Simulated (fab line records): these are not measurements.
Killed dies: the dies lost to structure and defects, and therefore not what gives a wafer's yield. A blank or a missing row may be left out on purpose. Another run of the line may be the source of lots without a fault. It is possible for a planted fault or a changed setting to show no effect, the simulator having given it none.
fab line records | flow berkeley-cmos170
[record] lots = 5 wafers = 23
route steps=331 shown START@3 NWELL@28 ACTIVE@62 PVT@116 PLDD@146 NLDD@161 NSD@188 SDANNEAL@204
start-h: start of the lot's first displayed wafer, in hours after the record's first day | wait-h: how many hours have passed since the lot's step before this one | " same as the row above | L1.1+2: one row covering several wafers at once | - either no value or no given start | * or withheld: withheld | < > ~ a bound
route shown NAME@n: a module of which the file shows steps, and the number in the route of the first | usual: mean/standard deviation taken from wafers without a fault | same: alike in all rows | chamber/n: place in a boat | sites: each site's reading | _std_site: standard deviation across them | _edge_site: mean of outer sites minus mean of inner sites | radius-mm: how far each site lies from the wafer's centre | mask NAME#n: copy n | behind: the last tool/chamber to shape the wafer | hold: why the lot went on hold/how many hours it stayed there/how the hold came to an end | device: which transistor (n, p or np) failed to switch | end of line: the route-end tests of the same wafers | step lacking rows: just its recipe | killed: the dies lost at the first sort to structure and to defects; this is not the yield of the wafer | map: per-die view of a wafer (x killed, . not killed, _ where there is no die)
set.NAME: the setting the step ran with; set.NAME@STEP: the setting that earlier step ran with | model.NAME: the simulator's own value behind a step, which no gauge read
lots where settings were altered on purpose, with a table for each step and a row for each wafer
[[steps]]
[step UCB170_START_OXIDATION_02]
[recipe] temp-c = 950 ambient = O2 target-thk-a = 200 ox-time-s = 1800
// columns lot.wafer tool chamber start-h wait-h set.ox-time-s model.SiO2_of_START_OXIDATION_02.thk-nm
L076.1 - - - 3.2 1561 18.54
L076.2 " - " " 1561 18.3
L076.4+5 " - " " 1561 18.7
L076.6 " - " " 1561 18.69
L077.1 - - - 3.8 1970 21.55
L077.2 " - " " 1970 21.47
L077.3 " - " " 1970 21.32
L077.4 " - " " 1970 21.81
L077.6 " - " " 1970 21.43
L079.1 - - - 3.7 2042 21.95
L079.3+6 " - " " 2042 22.06
L079.4 " - " " 2042 21.99
L079.5 " - " " 2042 21.68
L081.1 - - - 4.0 1716 19.07
L081.2 " - " " 1716 19.52
L081.3 " - " " 1716 19.33
L081.5 " - " " 1716 19.27
L081.6 " - " " 1716 19.26
L083.1 furnace-02 0 60.05 4.9 1800 19.48
L083.2 " 0 " " 1800 19.36
L083.5 " 0 " " 1800 19.79
[step UCB170_START_THK_MEAS_03]
[recipe] reads = SiO2_of_START_OXIDATION_02
[usual] START_OXIDE_THK = 19.9/0.4
// columns lot.wafer tool chamber start-h wait-h set.ox-time-s@START_OXIDATION_02 START_OXIDE_THK[nm]
L076.1 film-metro-03 - - - 1561 18.5
L076.2 " - " " 1561 18.3
L076.4 " - " " 1561 18.7
L076.5 " - " " 1561 18.7
L076.6 " - " " 1561 18.7
L077.1 film-metro-03 - - - 1970 21.5
L077.2 " - " " 1970 21.5
L077.3 " - " " 1970 21.3
L077.4 " - " " 1970 21.9
L077.6 " - " " 1970 21.5
L079.1 film-metro-04 - - - 2042 21.9
L079.3 " - " " 2042 22.1
L079.4 " - " " 2042 22.0
L079.5 " - " " 2042 21.7
L079.6 " - " " 2042 22.1
L081.1 film-metro-03 - - - 1716 19.1
L081.2 " - " " 1716 19.5
L081.3 " - " " 1716 19.4
L081.5 " - " " 1716 19.2
L081.6 " - " " 1716 19.2
L083.1 film-metro-04 - 61.55 0.0 1800 19.4
L083.2 " - " " 1800 19.3
L083.5 " - " " 1800 19.8
[step UCB170_NWELL_IMPLANT_14]
[recipe] species = P dose-cm2 = 1e+13 energy-kev = 150 tilt-deg = 7
// columns lot.wafer tool chamber start-h wait-h set.energy-kev model.implant.rp-nm model.implant.drp-nm
L077.1+3+6 implanter-02 0 48.22 0.1 150 184.5 62.72
L077.2+4 " 0 " " 152.9 188.2 63.64
L076.1+4+6 implanter-01 0 48.35 0.1 145.9 182 61.39
L076.2+5 " 0 " " 150 187.3 62.72
L079.1+3+4+5+6 implanter-03 0 60.41 0.1 150 182 62.72
L081.1+3+5 implanter-02 0 69.62 0.1 143.6 179.9 60.62
L081.2+6 " 0 " " 150 188.3 62.72
L083.1+2+5 implanter-02 0 90.15 0.1 150 193 62.72
[step UCB170_ACTIVE_OXIDATION_02]
[recipe] temp-c = 1000 ambient = O2 target-thk-a = 264 ox-time-s = 1260
// columns lot.wafer tool chamber start-h wait-h set.temp-c model.SiO2_of_ACTIVE_OXIDATION_02.thk-nm
L076.1 - - - 1.0 986.8 23.38
L076.2 " - " " 986.8 23.92
L076.4 " - " " 986.8 23.17
L076.5 " - " " 986.8 23.35
L076.6 " - " " 986.8 23.51
L077.1 - - - 1.0 1000 26.57
L077.2 " - " " 1000 26.47
L077.3 " - " " 1000 26.76
L077.4 " - " " 1000 26.65
L077.6 " - " " 1000 26.19
L079.1 - - - 1.0 1010 29.21
L079.3 " - " " 1010 28.96
L079.4 " - " " 1010 28.57
L079.5 " - " " 1010 28.61
L079.6 " - " " 1010 28.64
L081.1 - - - 2.8 1000 26.58
L081.2 " - " " 1000 26.34
L081.3 " - " " 1000 26.47
L081.5 " - " " 1000 26.68
L081.6 " - " " 1000 26.77
L083.1 furnace-04 0 125.83 3.3 1000 25.37
L083.2 " 0 " " 1000 25.53
L083.5 " 0 " " 1000 25.28
[step UCB170_ACTIVE_THK_MEAS_03]
[recipe] reads = SiO2_of_ACTIVE_OXIDATION_02
[usual] ACTIVE_OXIDE_THK = 26.3/0.38
// columns lot.wafer tool chamber start-h wait-h set.temp-c@ACTIVE_OXIDATION_02 ACTIVE_OXIDE_THK[nm]
L076.1 film-metro-03 - - - 986.8 23.4
L076.2 " - " " 986.8 24.0
L076.4 " - " " 986.8 23.2
L076.5 " - " " 986.8 23.4
L076.6 " - " " 986.8 23.5
L079.1 film-metro-04 - - - 1010 29.3
L079.3 " - " " 1010 29.0
L079.4 " - " " 1010 28.6
L079.5 " - " " 1010 28.7
L079.6 " - " " 1010 28.6
L077.1 film-metro-04 - - - 1000 26.5
L077.2 " - " " 1000 26.4
L077.3 " - " " 1000 26.7
L077.4 " - " " 1000 26.6
L077.6 " - " " 1000 26.2
L081.1 film-metro-04 - - - 1000 26.6
L081.2 " - " " 1000 26.3
L081.3 " - " " 1000 26.5
L081.5 " - " " 1000 26.8
L081.6 " - " " 1000 26.8
L083.1 film-metro-03 - 127.18 0.0 1000 25.4
L083.2 " - " " 1000 25.5
L083.5 " - " " 1000 25.3
[step UCB170_PVT_COAT_01]
[recipe] resist = KrF spin-rpm = 1500 resist-thk-nm = 900
// columns lot.wafer tool chamber start-h wait-h set.spin-rpm model.KrF_of_PVT_COAT_01.thk-nm
L076.1 litho-track-02 0 135.52 0.1 1500 903.4
L076.2 " 0 " " 1611 874.2
L076.4 " 0 " " 1611 869.7
L076.5 " 0 " " 1500 905.1
L076.6 " 0 " " 1500 901.7
L077.1 litho-track-01 0 135.66 0.1 1429 920.8
L077.2 " 0 " " 1500 896.3
L077.3 " 0 " " 1429 919.2
L077.4 " 0 " " 1500 897.6
L077.6 " 0 " " 1500 896.9
L079.1 litho-track-02 0 135.97 0.1 1500 900.5
L079.3 " 0 " " 1500 900.3
L079.4 " 0 " " 1574 879.9
L079.5 " 0 " " 1574 879.2
L079.6 " 0 " " 1500 899.6
L081.1 litho-track-03 0 161.59 0.1 1603 872.6
L081.2 " 0 " " 1603 870.1
L081.3 " 0 " " 1603 873.4
L081.5 " 0 " " 1500 902.9
L081.6 " 0 " " 1500 903.1
L083.1 litho-track-01 0 174.02 0.1 1500 899.8
L083.2 " 0 " " 1500 900.3
L083.5 " 0 " " 1500 902.5
[step UCB170_PVT_SOFTBAKE_02]
[recipe] resist = KrF temp-c = 130 time-s = 60
[step UCB170_PVT_EXPOSE_03]
[recipe] mask-id = NWELL target-cd-nm = 3000 na = 0.5 sigma-outer = 0.6 source-shape = conventional dose-mj = 30
[step UCB170_PVT_IMPLANT_07]
[recipe] species = P dose-cm2 = 2e+12 energy-kev = 30 tilt-deg = 7
[step UCB170_PVT_STRIP_08]
[recipe] chemistry = O2 power-w = 400 pressure-mtorr = 3500 platen-temp-c = withheld o2-flow-sccm = 400 overash-fraction = 0.5
[usual] strip-time-to-endpoint-s = 21.65/0.071
// columns lot.wafer tool chamber start-h wait-h set.spin-rpm@PVT_COAT_01 strip-time-to-endpoint-s
L076.1 plasma-asher-04 0 137.00 0.1 1500 21.70
L076.2 " 1 " " 1611 21.01
L076.4 " 1 " " 1611 20.90
L076.5 " 1 " " 1500 21.76
L076.6 " 0 " " 1500 21.68
L077.1 plasma-asher-04 0 137.28 0.1 1429 22.13
L077.2 " 1 " " 1500 21.52
L077.3 " 1 " " 1429 22.07
L077.4 " 0 " " 1500 21.58
L077.6 " 0 " " 1500 21.55
L079.1 plasma-asher-02 1 137.35 0.1 1500 21.64
L079.3 " 1 " " 1500 21.63
L079.4 " 0 " " 1574 21.13
L079.5 " 1 " " 1574 21.12
L079.6 " 0 " " 1500 21.62
L081.1 plasma-asher-02 1 163.56 0.1 1603 20.96
L081.2 " 0 " " 1603 20.91
L081.3 " 1 " " 1603 21.00
L081.5 " 1 " " 1500 21.70
L081.6 " 0 " " 1500 21.70
L083.1 plasma-asher-04 1 175.03 0.1 1500 21.61
L083.2 " 0 " " 1500 21.66
L083.5 " 0 " " 1500 21.71
[step UCB170_PLDD_COAT_01]
[recipe] resist = KrF spin-rpm = 1500 resist-thk-nm = 900
// columns lot.wafer tool chamber start-h wait-h set.resist-thk-nm model.KrF_of_PLDD_COAT_01.thk-nm
L076.1+6 litho-track-04 0 155.28 0.1 900 896.9
L076.2 " 0 " " 949.1 945.5
L076.4 " 0 " " 900 898
L076.5 " 0 " " 949.1 946.1
L077.1 litho-track-02 0 155.73 0.1 869 873.7
L077.2 " 0 " " 900 902.4
L077.3 " 0 " " 869 872.8
L077.4 " 0 " " 869 872.7
L077.6 " 0 " " 900 902.6
L079.1 litho-track-01 0 155.73 0.1 856.4 855.4
L079.3 " 0 " " 900 899.8
L079.4 " 0 " " 856.4 855
L079.5 " 0 " " 900 897.4
L079.6 " 0 " " 856.4 852.9
L081.1 litho-track-04 0 177.96 0.1 900 900.9
L081.2 " 0 " " 900 900
L081.3 " 0 " " 900 897.9
L081.5 " 0 " " 900 897.1
L081.6 " 0 " " 900 896.7
L083.1 litho-track-04 0 192.81 0.1 900 901.8
L083.2 " 0 " " 900 903.6
L083.5 " 0 " " 900 901.1
[step UCB170_PLDD_SOFTBAKE_02]
[recipe] resist = KrF temp-c = 130 time-s = 60
[step UCB170_PLDD_EXPOSE_03]
[recipe] mask-id = PSELECT na = 0.5 sigma-outer = 0.6 source-shape = conventional target-cd-nm = 1200 dose-mj = 30
[step UCB170_PLDD_IMPLANT_08]
[recipe] species = BF2 dose-cm2 = 5e+13 energy-kev = 10 tilt-deg = 7 rotation-deg = 0
[step UCB170_PLDD_IMPLANT_09]
[recipe] species = BF2 dose-cm2 = 5e+13 energy-kev = 10 tilt-deg = 7 rotation-deg = 180
[step UCB170_PLDD_STRIP_10]
[recipe] chemistry = O2 power-w = 400 pressure-mtorr = 3500 platen-temp-c = withheld o2-flow-sccm = 400 overash-fraction = 0.5
[usual] strip-time-to-endpoint-s = 21.61/0.07
// columns lot.wafer tool chamber start-h wait-h set.resist-thk-nm@PLDD_COAT_01 strip-time-to-endpoint-s
L076.1 plasma-asher-02 1 157.60 0.1 900 21.56
L076.2 " 0 " " 949.1 22.71
L076.4 " 0 " " 900 21.56
L076.5 " 1 " " 949.1 22.73
L076.6 " 0 " " 900 21.52
L077.1 plasma-asher-03 1 157.86 0.2 869 20.99
L077.2 " 0 " " 900 21.67
L077.3 " 1 " " 869 20.96
L077.4 " 0 " " 869 20.96
L077.6 " 0 " " 900 21.70
L079.1 plasma-asher-02 0 158.03 0.1 856.4 20.55
L079.3 " 0 " " 900 21.62
L079.4 " 1 " " 856.4 20.55
L079.5 " 0 " " 900 21.57
L079.6 " 1 " " 856.4 20.51
L081.1 plasma-asher-03 1 179.44 0.1 900 21.66
L081.2 " 0 " " 900 21.64
L081.3 " 1 " " 900 21.59
L081.5 " 1 " " 900 21.57
L081.6 " 0 " " 900 21.55
L083.1 plasma-asher-03 1 193.95 0.1 900 21.66
L083.2 " 0 " " 900 21.71
L083.5 " 0 " " 900 21.65
[step UCB170_NLDD_EXPOSE_03]
[recipe] mask-id = NSELECT na = 0.5 sigma-outer = 0.6 source-shape = conventional target-cd-nm = 1200 dose-mj = 30
// columns lot.wafer tool chamber start-h wait-h mask set.dose-mj
L076.1+2 krf-scanner-02 0 - - NSELECT#0 30
L076.4+5+6 " 0 " " NSELECT#0 29.29
L077.1+2+3+4+6 krf-scanner-01 0 - - NSELECT#0 30
L079.1+3+5 krf-scanner-02 0 159.78 0.2 NSELECT#0 31.76
L079.4+6 " 0 " " NSELECT#0 30
L081.1+5 krf-scanner-02 0 180.24 0.1 NSELECT#0 29.39
L081.2+3+6 " 0 " " NSELECT#0 30
L083.1+2+5 krf-scanner-02 0 194.85 0.1 NSELECT#0 30
[step UCB170_NLDD_PEB_04]
[recipe] peb-temp-c = 130 peb-time-s = withheld resist = KrF
[step UCB170_NLDD_DEVELOP_05]
[recipe] developer = TMAH develop-time-s = 45 resist = KrF dev-temp-c = 21
[step UCB170_NLDD_CD_MEAS_06]
[recipe] target-cd-nm = 1200
[usual] cd-nm = 1200.3/1.4
// columns lot.wafer tool chamber start-h wait-h set.dose-mj@NLDD_EXPOSE_03 cd-nm
L076.1 cd-sem-02 - 160.28 - 30 1201.4
L076.2 " - " " 30 1201.3
L076.4 " - " " 29.29 1198.9
L076.5 " - " " 29.29 1197.3
L076.6 " - " " 29.29 1197.3
L077.1 cd-sem-02 - 160.55 - 30 1200.1
L077.2 " - " " 30 1198.7
L077.3 " - " " 30 1198.6
L077.4 " - " " 30 1199.6
L077.6 " - " " 30 1198.3
L079.1 cd-sem-01 - 160.93 - 31.76 1210.3
L079.3 " - " " 31.76 1211.9
L079.4 " - " " 30 1200.2
L079.5 " - " " 31.76 1213.1
L079.6 " - " " 30 1200.7
L081.1 cd-sem-02 - 180.77 - 29.39 1196.7
L081.2 " - " " 30 1200.1
L081.3 " - " " 30 1201.2
L081.5 " - " " 29.39 1197.9
L081.6 " - " " 30 1200.4
L083.1 cd-sem-01 - 195.32 - 30 1200.8
L083.2 " - " " 30 1198.9
L083.5 " - " " 30 1200.2
[step UCB170_NLDD_IMPLANT_08]
[recipe] species = As dose-cm2 = 5e+13 energy-kev = 30 tilt-deg = 7 rotation-deg = 0
// columns lot.wafer tool chamber start-h wait-h set.dose-cm2
L076.1+2+6 implanter-04 0 160.43 0.0 4.877e+13
L076.4+5 " 0 " " 5e+13
L077.1+4 implanter-03 0 160.71 0.0 5e+13
L077.2+3+6 " 0 " " 4.893e+13
L079.1+3 implanter-04 0 161.08 0.0 4.863e+13
L079.4+5+6 " 0 " " 5e+13
L081.1+2+3+5+6 implanter-03 0 180.93 0.0 5e+13
L083.1+2+5 implanter-03 0 195.48 0.0 5e+13
[step UCB170_NSD_COAT_01]
[recipe] resist = KrF spin-rpm = 1500 resist-thk-nm = 900
// columns lot.wafer tool chamber start-h wait-h set.spin-rpm model.KrF_of_NSD_COAT_01.thk-nm
L076.1 litho-track-03 0 167.86 0.1 1454 921.8
L076.2 " 0 " " 1454 919.3
L076.4 " 0 " " 1500 904.7
L076.5 " 0 " " 1454 918.2
L076.6 " 0 " " 1500 903
L077.1 litho-track-01 0 167.86 0.1 1600 870.3
L077.2 " 0 " " 1500 895.1
L077.3+4 " 0 " " 1500 897.8
L077.6 " 0 " " 1600 866.3
L079.1 litho-track-01 0 168.31 0.1 1414 929.8
L079.3 " 0 " " 1414 932.5
L079.4 " 0 " " 1414 932
L079.5 " 0 " " 1500 901.2
L079.6 " 0 " " 1500 901.6
L081.1 litho-track-04 0 193.65 0.1 1500 900.3
L081.2 " 0 " " 1435 921.9
L081.3 " 0 " " 1500 900.8
L081.5 " 0 " " 1435 922.5
L081.6 " 0 " " 1500 899.3
L083.1 litho-track-04 0 204.34 0.1 1500 898
L083.2 " 0 " " 1500 898.2
L083.5 " 0 " " 1500 895.1
[step UCB170_NSD_SOFTBAKE_02]
[recipe] resist = KrF temp-c = 130 time-s = 60
[step UCB170_NSD_EXPOSE_03]
[recipe] mask-id = NSELECT_MOD na = 0.5 sigma-outer = 0.6 source-shape = conventional target-cd-nm = 1200 dose-mj = 30
[step UCB170_NSD_IMPLANT_08]
[recipe] species = P dose-cm2 = 3e+15 energy-kev = 40 tilt-deg = 7
[step UCB170_NSD_STRIP_09]
[recipe] chemistry = O2 power-w = 400 pressure-mtorr = 3500 platen-temp-c = withheld o2-flow-sccm = 400 overash-fraction = 0.5
[usual] strip-time-to-endpoint-s = 35.80/0.078
// columns lot.wafer tool chamber start-h wait-h set.spin-rpm@NSD_COAT_01 strip-time-to-endpoint-s
L077.1 plasma-asher-03 1 169.11 0.1 1600 35.07
L077.2 " 0 " " 1500 35.66
L077.3 " 0 " " 1500 35.77
L077.4 " 1 " " 1500 35.73
L077.6 " 0 " " 1600 34.96
L076.1 plasma-asher-04 1 169.19 0.1 1454 36.33
L076.2 " 0 " " 1454 36.26
L076.4 " 0 " " 1500 35.90
L076.5 " 1 " " 1454 36.21
L076.6 " 0 " " 1500 35.89
L079.1 plasma-asher-03 1 169.43 0.1 1414 36.47
L079.3 " 0 " " 1414 36.60
L079.4 " 1 " " 1414 36.53
L079.5 " 0 " " 1500 35.81
L079.6 " 1 " " 1500 35.81
L081.1 plasma-asher-04 0 194.77 0.1 1500 35.81
L081.2 " 1 " " 1435 36.36
L081.3 " 0 " " 1500 35.78
L081.5 " 1 " " 1435 36.32
L081.6 " 0 " " 1500 35.78
L083.1 plasma-asher-03 0 205.64 0.1 1500 35.79
L083.2 " 1 " " 1500 35.81
L083.5 " 0 " " 1500 35.73
[step UCB170_SDANNEAL_RTA_00]
[recipe] temp-c = 900 time-s = 10 ambient = N2
// columns lot.wafer tool chamber start-h wait-h set.time-s
L077.1+2+3+4+6 rtp-anneal-01 0 170.34 0.0 10
L076.1+5+6 rtp-anneal-02 0 170.42 0.0 10.86
L076.2+4 " 0 " " 10
L079.1+5+6 rtp-anneal-02 0 170.77 0.0 10
L079.3+4 " 0 " " 9.462
L081.1+2+6 rtp-anneal-02 0 196.01 0.0 8.773
L081.3+5 " 0 " " 10
L083.1+2+5 rtp-anneal-01 0 206.70 0.0 10
[step UCB170_SDANNEAL_RTA_01]
[recipe] temp-c = 1050 time-s = 5 ambient = N2
[step UCB170_SDANNEAL_RS_MEAS_05]
[recipe] thk-meas-gauge = four-point-probe
[usual] NLDD_RS = 616.2/1.2
// columns lot.wafer tool chamber start-h wait-h set.dose-cm2@NLDD_IMPLANT_08 NLDD_RS[ohm/sq]
L077.1 film-metro-01 - 170.91 0.1 5e+13 616.9
L077.2 " - " " 4.893e+13 620.3
L077.3 " - " " 4.893e+13 619.4
L077.4 " - " " 5e+13 614.8
L077.6 " - " " 4.893e+13 619.2
L076.1 film-metro-03 - 170.96 0.1 4.877e+13 620.5
L076.2 " - " " 4.877e+13 620.9
L076.4 " - " " 5e+13 613.9
L076.5 " - " " 5e+13 614.1
L076.6 " - " " 4.877e+13 621.4
L079.1 film-metro-04 - 171.30 0.1 4.863e+13 621.7
L079.3 " - " " 4.863e+13 623.4
L079.4 " - " " 5e+13 615.2
L079.5 " - " " 5e+13 615.6
L079.6 " - " " 5e+13 616.2
L081.1 film-metro-04 - 196.50 0.1 5e+13 614.8
L081.2 " - " " 5e+13 614.7
L081.3 " - " " 5e+13 616.0
L081.5 " - " " 5e+13 615.3
L081.6 " - " " 5e+13 616.1
L083.1 film-metro-01 - 207.19 0.1 5e+13 618.0
L083.2 " - " " 5e+13 618.1
L083.5 " - " " 5e+13 617.3
[[key]]
[split] step = UCB170_START_OXIDATION_02 setting = ox-time-s stated = 1800 by = lot
[response] step = UCB170_START_OXIDATION_02 reading = model.SiO2_of_START_OXIDATION_02.thk-nm change = +0.133 per = 1% r = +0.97
[response] step = UCB170_START_THK_MEAS_03 reading = START_OXIDE_THK change = +0.134 per = 1% r = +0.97
[split] step = UCB170_NWELL_IMPLANT_14 setting = energy-kev stated = 150 by = wafer
[response] step = UCB170_NWELL_IMPLANT_14 reading = model.implant.rp-nm change = +1.95 per = 1% r = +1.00
[response] step = UCB170_NWELL_IMPLANT_14 reading = model.implant.drp-nm change = +0.49 per = 1% r = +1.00
[split] step = UCB170_ACTIVE_OXIDATION_02 setting = temp-c stated = 1000 by = lot
[response] step = UCB170_ACTIVE_OXIDATION_02 reading = model.SiO2_of_ACTIVE_OXIDATION_02.thk-nm change = +2.28 per = 1% r = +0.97
[response] step = UCB170_ACTIVE_THK_MEAS_03 reading = ACTIVE_OXIDE_THK change = +2.29 per = 1% r = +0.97
[split] step = UCB170_PVT_COAT_01 setting = spin-rpm stated = 1500 by = wafer
[response] step = UCB170_PVT_COAT_01 reading = model.KrF_of_PVT_COAT_01.thk-nm change = -4.41 per = 1% r = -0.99
[response] step = UCB170_PVT_STRIP_08 reading = strip-time-to-endpoint-s change = * per = 1% r = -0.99
[split] step = UCB170_PLDD_COAT_01 setting = resist-thk-nm stated = 900 by = wafer
[response] step = UCB170_PLDD_COAT_01 reading = model.KrF_of_PLDD_COAT_01.thk-nm change = +8.92 per = 1% r = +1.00
[response] step = UCB170_PLDD_STRIP_10 reading = strip-time-to-endpoint-s change = * per = 1% r = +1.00
[split] step = UCB170_NLDD_EXPOSE_03 setting = dose-mj stated = 30 by = wafer
[response] step = UCB170_NLDD_CD_MEAS_06 reading = cd-nm change = +1.84 per = 1% r = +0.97
[split] step = UCB170_NLDD_IMPLANT_08 setting = dose-cm2 stated = 5e+13 by = wafer
[response] step = UCB170_SDANNEAL_RS_MEAS_05 reading = NLDD_RS change = -2.41 per = 1% r = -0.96
[split] step = UCB170_NSD_COAT_01 setting = spin-rpm stated = 1500 by = wafer
[response] step = UCB170_NSD_COAT_01 reading = model.KrF_of_NSD_COAT_01.thk-nm change = -4.8 per = 1% r = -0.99
[response] step = UCB170_NSD_STRIP_09 reading = strip-time-to-endpoint-s change = * per = 1% r = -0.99
[split] step = UCB170_SDANNEAL_RTA_00 setting = time-s stated = 10 by = wafer
response none clear
